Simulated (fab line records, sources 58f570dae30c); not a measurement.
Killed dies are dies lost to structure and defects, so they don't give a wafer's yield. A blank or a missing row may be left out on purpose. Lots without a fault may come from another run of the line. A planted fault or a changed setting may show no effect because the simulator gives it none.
fab line records | flow berkeley_cmos170 | part 2 of 2: steps 30 to 39 of 39
record lots=5 wafers=15 last_day=14
route steps=331 shown PFIELD@83 FIELD@89 SACOX@97 SCREENOX@100 NVT@104 PVT@115
lots that met no fault: from a run of the same line without faults
start_h: hours from the record's first day to the start of the lot's first wafer shown | wait_h: hours since the lot's step before | " the same as in the row above | L1.1+2: a row that stands for several wafers | - no value, or no start given | * or withheld: withheld | < > ~ a bound
route shown NAME@n: a module of which the file shows steps, and the number in the route of the first | usual: mean/standard deviation of fault-free wafers | same: alike in all rows | chamber/n: place in a boat | sites: the reading at each site | _std_site: their standard deviation | _edge_site: outer sites' mean less inner sites' | radius_mm: how far each site lies from the wafer's centre | mask NAME#n: copy n | behind: the tool/chamber that last shaped the wafer | hold: why the lot was held/for how many hours/how that ended | device: the transistor (n, p or np) that didn't switch | end of line: the same wafers' tests at the end of the route | a step without rows: its recipe alone | killed: dies lost to structure and defects at the first sort, not the wafer's yield | map: a wafer's dies, x killed, . not, _ none there
set.NAME: the setting as run; set.NAME@STEP: as run at that earlier step | model.NAME: the simulator's own value behind a step, which no gauge read
lots at some steps of the route; a table a step, a row a wafer
services: from which hour (start_h, from the record's first day; less than 0 if before it) a tool's chamber was out of use, for how many hours, and why
## steps
# step UCB170_NVT_STRIP_08
# recipe chemistry=O2 power_w=400 pressure_mtorr=3500 platen_temp_c=withheld o2_flow_sccm=400 overash_fraction=0.5
# usual drypump_motor_current_A=6.12/0.24 oes_product_au=0.735/0.0042 strip_time_to_endpoint_s=21.59/0.07
# same overash_fraction=0.5
# columns lot.wafer tool chamber start_h wait_h drypump_motor_current_A oes_product_au rf_hours_counter_h strip_time_to_endpoint_s
L076.1 plasma_asher-01 0 153.21 0.1 6.29 0.736 37 21.63
L076.3 " 1 " " 6.22 0.728 - 21.58
L076.6 " 0 " " 6.27 0.729 - 21.60
L086.2 plasma_asher-02 0 200.03 0.1 6.21 0.741 41 21.66
L086.4 " 1 " " 5.69 0.727 - 21.66
L086.5 " 1 " " 5.70 0.737 - 21.62
L090.2 plasma_asher-02 0 219.14 0.1 6.23 0.732 43 21.68
L090.5 " 0 " " 6.23 0.735 - 21.63
L090.6 " 1 " " 5.69 0.737 - 21.57
L091.3 plasma_asher-01 0 225.37 0.1 6.26 0.735 - 21.66
L091.5 " 0 " " 6.27 0.728 - 21.54
L091.6 " 1 " " 6.25 0.732 - 21.53
L097.2 plasma_asher-02 1 265.04 0.1 5.69 0.741 48 21.79
L097.3 " 1 " " 5.70 0.734 - 21.80
L097.6 " 1 " " 5.69 0.735 - 21.74
# step UCB170_NVT_TW_MEAS_09
# usual NVT_TW=524.1/2.1
# columns lot.wafer tool chamber start_h wait_h NVT_TW
L076.1 film_metro-04 - 153.31 0.1 522.1
L076.3 " - " " 521.5
L076.6 " - " " 523.1
L086.2 film_metro-04 - 200.15 0.1 525.2
L086.4 " - " " 523.3
L086.5 " - " " 519.8
L090.2 film_metro-02 - 219.25 0.1 523.4
L090.5 " - " " 526.3
L090.6 " - " " 525.6
L091.3 film_metro-03 - 225.46 0.1 522.7
L091.5 " - " " 524.7
L091.6 " - " " 521.9
L097.2 film_metro-03 - 265.15 0.1 524.3
L097.3 " - " " 526.9
L097.6 " - " " 526.5
# step UCB170_NVT_CLEAN_10
# recipe chemistry=SPM temp_c=120 time_s=600
# usual bath_heat_duty_pct=13.7/1.7
# columns lot.wafer tool chamber start_h wait_h bath_heat_duty_pct
L076.1 wet_bench-01 1 153.37 0.1 10.7
L076.3 " 1 " " 12.2
L076.6 " 1 " " 10.6
L086.2 wet_bench-01 0 200.20 0.0 14.9
L086.4 " 0 " " 16.8
L086.5 " 0 " " 14.9
L090.2 wet_bench-02 3 219.30 0.0 14.7
L090.5 " 3 " " 15.7
L090.6 " 3 " " 15.2
L091.3 wet_bench-01 0 225.50 0.0 15.0
L091.5 " 0 " " 14.2
L091.6 " 0 " " 14.2
L097.2 wet_bench-02 3 265.76 0.6 15.0
L097.3 " 3 " " 15.5
L097.6 " 3 " " 15.0
# step UCB170_PVT_HMDS_00
# recipe prime_time_s=60 prime_temp_c=100
# usual exhaust_pa=45.0/0.83
# columns lot.wafer tool chamber start_h wait_h exhaust_pa
L076.1 litho_track-02 0 153.83 0.3 45.2
L076.3 " 0 " " 44.6
L076.6 " 0 " " 45.5
L086.2 litho_track-02 0 200.59 0.2 45.5
L086.4 " 0 " " 43.9
L086.5 " 0 " " 44.1
L090.2 litho_track-01 0 219.69 0.2 44.9
L090.5 " 0 " " 45.3
L090.6 " 0 " " 45.6
L091.3 litho_track-04 0 226.11 0.4 45.7
L091.5 " 0 " " 45.2
L091.6 " 0 " " 45.9
L097.2 litho_track-04 0 266.41 0.5 45.4
L097.3 " 0 " " 45.3
L097.6 " 0 " " 45.7
# step UCB170_PVT_COAT_01
# recipe resist=KrF spin_rpm=1500 resist_thk_nm=900
# usual exhaust_pa=45.1/0.97
# columns lot.wafer tool chamber start_h wait_h exhaust_pa
L076.1 litho_track-02 0 153.98 0.1 45.5
L076.3 " 0 " " 44.6
L076.6 " 0 " " 44.7
L086.2 litho_track-02 0 200.74 0.1 44.3
L086.4 " 0 " " 43.8
L086.5 " 0 " " 45.4
L090.2 litho_track-01 0 219.84 0.1 44.7
L090.5 " 0 " " 45.0
L090.6 " 0 " " 43.9
L091.3 litho_track-04 0 226.26 0.1 44.3
L091.5 " 0 " " 46.3
L091.6 " 0 " " 43.1
L097.2 litho_track-04 0 266.56 0.1 44.3
L097.3 " 0 " " 44.9
L097.6 " 0 " " 44.1
# step UCB170_PVT_SOFTBAKE_02
# recipe resist=KrF temp_c=130 time_s=60
# usual exhaust_pa=45.2/0.8
# columns lot.wafer tool chamber start_h wait_h exhaust_pa
L076.1 litho_track-02 0 154.13 0.1 45.8
L076.3 " 0 " " 45.2
L076.6 " 0 " " 45.0
L086.2 litho_track-02 0 200.89 0.1 44.2
L086.4 " 0 " " 44.3
L086.5 " 0 " " 45.8
L090.2 litho_track-01 0 219.99 0.1 43.5
L090.5 " 0 " " 45.5
L090.6 " 0 " " 44.2
L091.3 litho_track-04 0 226.41 0.1 45.9
L091.5 " 0 " " 44.6
L091.6 " 0 " " 45.2
L097.2 litho_track-04 0 266.71 0.1 45.2
L097.3 " 0 " " 44.2
L097.6 " 0 " " 43.3
# step UCB170_PVT_EXPOSE_03
# recipe mask_id=NWELL target_cd_nm=3000 na=0.5 sigma_outer=0.6 source_shape=conventional dose_mj=30
# usual stage_vel_mm_s=499.95/0.26
# columns lot.wafer tool chamber start_h wait_h mask stage_vel_mm_s
L076.1 krf_scanner-02 0 154.40 0.2 NWELL#0 500.02
L076.3 " 0 " " NWELL#0 499.92
L076.6 " 0 " " NWELL#0 499.50
L086.2 krf_scanner-01 0 201.04 0.1 NWELL#0 499.96
L086.4 " 0 " " NWELL#0 499.97
L086.5 " 0 " " NWELL#0 500.14
L090.2 krf_scanner-02 0 220.26 0.2 NWELL#0 499.91
L090.5 " 0 " " NWELL#0 499.92
L090.6 " 0 " " NWELL#0 499.82
L091.3 krf_scanner-01 0 226.68 0.2 NWELL#0 499.81
L091.5 " 0 " " NWELL#0 499.54
L091.6 " 0 " " NWELL#0 499.87
L097.2 krf_scanner-01 0 266.86 0.1 NWELL#0 499.89
L097.3 " 0 " " NWELL#0 499.55
L097.6 " 0 " " NWELL#0 499.88
# step UCB170_PVT_PEB_04
# recipe peb_temp_c=130 peb_time_s=withheld resist=KrF
# usual exhaust_pa=45.0/1
# columns lot.wafer tool chamber start_h wait_h exhaust_pa
L076.1 litho_track-01 0 154.59 0.2 44.6
L076.3 " 0 " " 44.5
L076.6 " 0 " " 44.5
L086.2 litho_track-04 0 201.32 0.3 44.3
L086.4 " 0 " " 44.5
L086.5 " 0 " " 45.5
L090.2 litho_track-02 0 220.38 0.1 46.2
L090.5 " 0 " " 45.6
L090.6 " 0 " " 45.5
L091.3 litho_track-02 0 226.93 0.2 45.8
L091.5 " 0 " " 46.4
L091.6 " 0 " " 43.6
L097.2 litho_track-01 0 267.70 0.8 44.2
L097.3 " 0 " " 44.6
L097.6 " 0 " " 45.0
# step UCB170_PVT_DEVELOP_05
# recipe developer=TMAH develop_time_s=45 resist=KrF dev_temp_c=21
# usual exhaust_pa=45.0/0.8
# columns lot.wafer tool chamber start_h wait_h exhaust_pa
L076.1 litho_track-01 0 - - 44.3
L076.3 " 0 " " 45.1
L076.6 " 0 " " 44.9
L086.2 litho_track-04 0 - - 44.5
L086.4 " 0 " " 44.6
L086.5 " 0 " " 44.7
L090.2 litho_track-02 0 - - 43.9
L090.5 " 0 " " 43.2
L090.6 " 0 " " 43.9
L091.3 litho_track-02 0 - - 45.1
L091.5 " 0 " " 45.4
L091.6 " 0 " " 44.2
L097.2 litho_track-01 0 - - 44.7
L097.3 " 0 " " 45.0
L097.6 " 0 " " 44.8
# step UCB170_PVT_OVL_MEAS_06
# usual PVT_OVL=6/6.9
# columns lot.wafer tool chamber start_h wait_h PVT_OVL[nm]
L076.1 overlay-02 - 154.86 - 3
L076.3 " - " " -1
L076.6 " - " " -6
L086.2 overlay-01 - 201.57 - 11
L086.4 " - " " 11
L086.5 " - " " 7
L090.2 overlay-01 - 220.63 - 3
L090.5 " - " " 2
L090.6 " - " " 6
L091.3 overlay-02 - 227.17 - -1
L091.5 " - " " 0
L091.6 " - " " -2
L097.2 overlay-01 - 267.96 - 7
L097.3 " - " " 20
L097.6 " - " " 7
## services
# columns tool chamber start_h hours kind
plasma_asher-01 - 88.19 2.8 pm
plasma_asher-02 - 97.55 0.5 repair
krf_scanner-02 - 98.46 3.9 repair
krf_scanner-02 - 117.52 1.0 pm
krf_scanner-01 - 119.05 1.3 pm
implanter-01 - 121.66 1.8 repair
furnace-02 - 132.66 4.0 pm
krf_scanner-02 - 133.40 0.8 pm
furnace-01 - 138.18 3.8 pm
krf_scanner-02 - 155.36 0.8 pm
wet_bench-02 - 156.37 1.1 repair
implanter-04 - 159.71 2.3 pm
furnace-04 - 163.82 4.1 pm
implanter-04 - 164.89 2.5 repair
krf_scanner-01 - 193.96 1.0 pm
krf_scanner-02 - 199.80 4.0 pm
wet_bench-03 - 208.20 1.9 pm
implanter-04 - 210.01 1.7 repair
furnace-02 - 217.59 2.3 repair
krf_scanner-01 - 245.31 0.8 pm
implanter-01 - 251.81 1.2 repair
implanter-01 - 257.52 18.4 repair
krf_scanner-02 - 257.59 1.3 pm
furnace-04 - 267.46 3.7 pm
